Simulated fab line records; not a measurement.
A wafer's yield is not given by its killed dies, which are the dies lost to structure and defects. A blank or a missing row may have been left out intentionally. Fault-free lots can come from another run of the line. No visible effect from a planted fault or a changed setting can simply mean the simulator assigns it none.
Which tool did it? | flow rit cmos | Sampling: 15 lots, 45 wafers, 5 of 202 route steps

## WHAT EACH GAUGE READ, for each wafer
RIT_PSD_OVL_MEAS_06. Usual: PSD_OVL -0.9 nm, standard deviation 1.2.
lot  | measured    | on         | PSD_OVL (nm)   | flag
L227 | day 3 17:25 | overlay-01 | -1.4 0.5 -0.6  |
L229 | day 3 23:01 | overlay-02 | 0.8 -1.2 -0.2  |
L230 | day 4 04:54 | overlay-01 | 0.3 -2.4 -2.3  |
L232 | day 4 15:43 | overlay-01 | -0.8 -2.6 0.1  |
L233 | day 4 17:49 | overlay-02 | 0.1 0.9 2.1    |
L237 | day 5 08:10 | overlay-01 | -1.0 1.1 -0.1  |
L238 | day 5 13:59 | overlay-01 | -0.6 -1.4 -1.8 |
L239 | day 5 16:49 | overlay-02 | 0.0 0.1 -0.5   |
L241 | day 6 00:16 | overlay-01 | -0.8 1.5 -0.4  |
L243 | day 6 10:16 | overlay-02 | 0.9 0.2 -2.7   |
L244 | day 6 13:11 | overlay-01 | 0.3 -1.3 -0.3  |
L246 | day 7 00:05 | overlay-02 | -0.1 0.0 -1.4  |
L247 | day 7 08:04 | overlay-01 | -1.4 0.3 -1.1  |
L249 | day 7 20:06 | overlay-02 | 1.1 1.3 2.6    |
L250 | day 7 23:49 | overlay-01 | -2.3 -1.8 -0.6 |

RIT_SILICIDE_RS_MEAS_02: a four-point-probe measurement. Usual: SILICIDE_TI_RS 47.6 ohm/sq, standard deviation 0.63.
lot  | measured    | on            | SILICIDE_TI_RS (ohm/sq) | flag
L227 | day 3 19:05 | film metro-02 | 46.0 45.8 45.9          |
L229 | day 4 00:41 | film metro-04 | 46.8 46.9 46.7          |
L230 | day 4 06:41 | film metro-02 | 47.8 48.0 48.6          |
L232 | day 4 17:23 | film metro-01 | 47.1 47.1 47.2          |
L233 | day 4 19:28 | film metro-04 | 47.0 47.1 47.7          |
L237 | day 5 10:04 | film metro-02 | 48.1 47.6 47.4          |
L238 | day 5 15:38 | film metro-02 | 47.0 47.3 47.5          |
L239 | day 5 18:32 | film metro-01 | 47.0 46.9 47.2          |
L241 | day 6 01:56 | film metro-02 | 48.1 47.9 47.3          |
L243 | day 6 11:58 | film metro-04 | 47.7 48.4 48.0          |
L244 | day 6 14:50 | film metro-04 | 48.2 47.8 47.6          |
L246 | day 7 01:44 | film metro-01 | 47.5 47.8 48.1          |
L247 | day 7 09:43 | film metro-02 | 47.3 47.3 47.5          |
L249 | day 7 21:48 | film metro-02 | 49.2 48.3 49.1          |
L250 | day 8 01:29 | film metro-02 | 47.9 47.7 47.8          |

RIT_CONTACT_CD_MEAS_90 targets a cd of 1000 nm. Usual: 1000.3 nm for cd nm, sd 2.4.
lot  | measured    | on        | cd nm (nm)           | flag
L227 | day 3 21:22 | cd sem-01 | 999.7 999.5 999.8    |
L229 | day 4 03:01 | cd sem-02 | 999.6 997.1 997.6    |
L230 | day 4 08:55 | cd sem-02 | 998.9 999.5 997.7    |
L232 | day 4 19:37 | cd sem-01 | 998.2 997.3 997.8    |
L233 | day 4 21:45 | cd sem-01 | 1000.9 1001.6 999.6  |
L237 | day 5 12:29 | cd sem-01 | - - -                | OFF
L238 | day 5 18:09 | cd sem-01 | - - -                | OFF
L239 | day 5 20:46 | cd sem-02 | - - -                | OFF
L241 | day 6 04:10 | cd sem-02 | 1000.5 1000.3 1001.4 |
L243 | day 6 14:11 | cd sem-02 | 1003.4 1003.1 1005.7 |
L244 | day 6 17:05 | cd sem-01 | 998.4 1000.3 996.8   |
L246 | day 7 03:58 | cd sem-02 | 1003.2 1001.8 1005.2 |
L247 | day 7 11:49 | cd sem-02 | 998.3 995.4 998.3    |
L249 | day 7 23:54 | cd sem-01 | 996.0 996.0 997.4    |
L250 | day 8 03:35 | cd sem-02 | 999.8 1000.1 998.1   |

## WHAT TOOL EACH LOT RAN ON (gives the tool, then ch and the chambers of the sampled wafers, and finally the start)
lot  | RIT_SILICIDE_RTA_04             | RIT_CONTACT_ETCH_11
L227 | rtp anneal-02 ch 0, day 3 19:14 | rie diel-01 ch 1,2,3, day 3 20:57
L229 | rtp anneal-02 ch 0, day 4 00:52 | rie diel-04 ch 0,2,3, day 4 02:38
L230 | rtp anneal-01 ch 0, day 4 06:52 | rie diel-01 ch 0,2,3, day 4 08:33
L232 | rtp anneal-01 ch 0, day 4 17:32 | rie diel-04 ch 0,1,2, day 4 19:12
L233 | rtp anneal-02 ch 0, day 4 19:38 | rie diel-01 ch 0,3, day 4 21:22
L237 | rtp anneal-02 ch 0, day 5 10:14 | rie diel-04 ch 0,1,2, day 5 12:07
L238 | rtp anneal-01 ch 0, day 5 15:49 | rie diel-04 ch 0,3, day 5 17:46
L239 | rtp anneal-02 ch 0, day 5 18:42 | rie diel-03 ch 0,1,3, day 5 20:22
L241 | rtp anneal-02 ch 0, day 6 02:06 | rie diel-01 ch 0,2, day 6 03:46
L243 | rtp anneal-02 ch 0, day 6 12:08 | rie diel-04 ch 0,1,3, day 6 13:48
L244 | rtp anneal-01 ch 0, day 6 15:01 | rie diel-03 ch 0,2,3, day 6 16:43
L246 | rtp anneal-01 ch 0, day 7 01:55 | rie diel-04 ch 0,3, day 7 03:35
L247 | rtp anneal-02 ch 0, day 7 09:53 | rie diel-04 ch 0,1,2, day 7 11:27
L249 | rtp anneal-02 ch 0, day 7 21:57 | rie diel-04 ch 2,3, day 7 23:28
L250 | rtp anneal-01 ch 0, day 8 01:40 | rie diel-01 ch 1,2,3, day 8 03:13
- RIT_SILICIDE_RTA_04: time 10 s, ramp up 5 s, ramp down 5 s.
- RIT_CONTACT_ETCH_11: etches SiO2 in CHF3/CF4/Ar, stops on TiSi2, target depth 480 nm, time 320 s.

## AS READ BY THE TOOLS THEMSELVES (means over the sampled wafers that have a number; for cases with no such wafer, the mark the record gives instead)
RIT_SILICIDE_RTA_04. Usual: 652.5 for wafer_temp_C_max, sd 0.79.
lot  | tool          | wafer_temp_C_max | flag
L227 | rtp anneal-02 | 652.1            |
L229 | rtp anneal-02 | 651.9            |
L230 | rtp anneal-01 | 653.6            |
L232 | rtp anneal-01 | 652.6            |
L233 | rtp anneal-02 | 651.7            |
L237 | rtp anneal-02 | 652.1            |
L238 | rtp anneal-01 | 653.7            |
L239 | rtp anneal-02 | 652.0            |
L241 | rtp anneal-02 | 652.5            |
L243 | rtp anneal-02 | 652.3            |
L244 | rtp anneal-01 | 652.6            |
L246 | rtp anneal-01 | 653.1            |
L247 | rtp anneal-02 | 652.0            |
L249 | rtp anneal-02 | 652.1            |
L250 | rtp anneal-01 | 653.1            |

RIT_CONTACT_ETCH_11. Usual: CHF3_flow_sccm 50.03 sccm, standard deviation 0.15; O2_flow_sccm 5.000 sccm, standard deviation 0.017; drypump motor current A 5.9 A, standard deviation 0.42; oes product au 1.001 a.u., standard deviation 0.014; throttle valve pct 8.88 %, standard deviation 0.09.
lot  | tool        | CHF3_flow_sccm (sccm) | O2_flow_sccm (sccm) | drypump motor current A (A) | oes product au (a.u.) | throttle valve pct (%) | flag
L227 | rie diel-01 | 50.07                 | 4.994               | 6.0                         | 1.007                 | 8.91                   |
L229 | rie diel-04 | 49.99                 | 4.994               | 5.7                         | 0.996                 | 8.83                   |
L230 | rie diel-01 | 50.07                 | 4.999               | 6.1                         | 1.005                 | 8.94                   |
L232 | rie diel-04 | 49.84                 | 5.010               | 5.9                         | 0.998                 | 8.82                   |
L233 | rie diel-01 | 50.18                 | 5.012               | 5.9                         | 1.001                 | 8.87                   |
L237 | rie diel-04 | -                     | -                   | -                           | -                     | -                      | OFF
L238 | rie diel-04 | -                     | -                   | -                           | -                     | -                      | OFF
L239 | rie diel-03 | -                     | -                   | -                           | -                     | -                      | OFF
L241 | rie diel-01 | 49.96                 | 4.991               | 6.0                         | 1.010                 | 9.01                   |
L243 | rie diel-04 | 50.08                 | 5.010               | 6.1                         | 1.005                 | 8.82                   |
L244 | rie diel-03 | 50.18                 | 4.999               | 5.4                         | 1.004                 | 8.97                   |
L246 | rie diel-04 | 50.02                 | 4.992               | 5.8                         | 1.008                 | 8.81                   |
L247 | rie diel-04 | 50.12                 | 4.989               | 5.9                         | 0.998                 | 8.82                   |
L249 | rie diel-04 | 50.10                 | 5.003               | 5.6                         | 0.984                 | 8.84                   |
L250 | rie diel-01 | 50.00                 | 4.986               | 6.0                         | 1.010                 | 8.92                   |

## THE ANSWER, worked out from the rows above alone
Rule: take the mean of a lot's wafers that have a number; if it is more than 3 standard deviations from the usual mean, the lot is off. Also off: a lot with no number at a reading for which 4 or more lots have one. Any other lot the step has rows for is counted as sound. The gauges are gone through in route order, then the tools' own readings, and for those a lot's mean is taken as printed above. The first step at which some lot is off is used, and at that step the reading that is off furthest; a lot without a number counts as furthest.
Off, at RIT_CONTACT_CD_MEAS_90 on cd nm: L237, L238, L239. Without a number there: L237, L238, L239.
A tool fits if, at a process step before that reading, it ran every lot that is off, and no sound lot after the first of them. The gauges at RIT_CONTACT_CD_MEAS_90 aren't tried: what is off there is off at RIT_CONTACT_ETCH_11 too, on other tools, and a gauge's error can't cause that. Not one of the candidates tried fits.

## WHAT THE SIMULATOR HAD PUT IN
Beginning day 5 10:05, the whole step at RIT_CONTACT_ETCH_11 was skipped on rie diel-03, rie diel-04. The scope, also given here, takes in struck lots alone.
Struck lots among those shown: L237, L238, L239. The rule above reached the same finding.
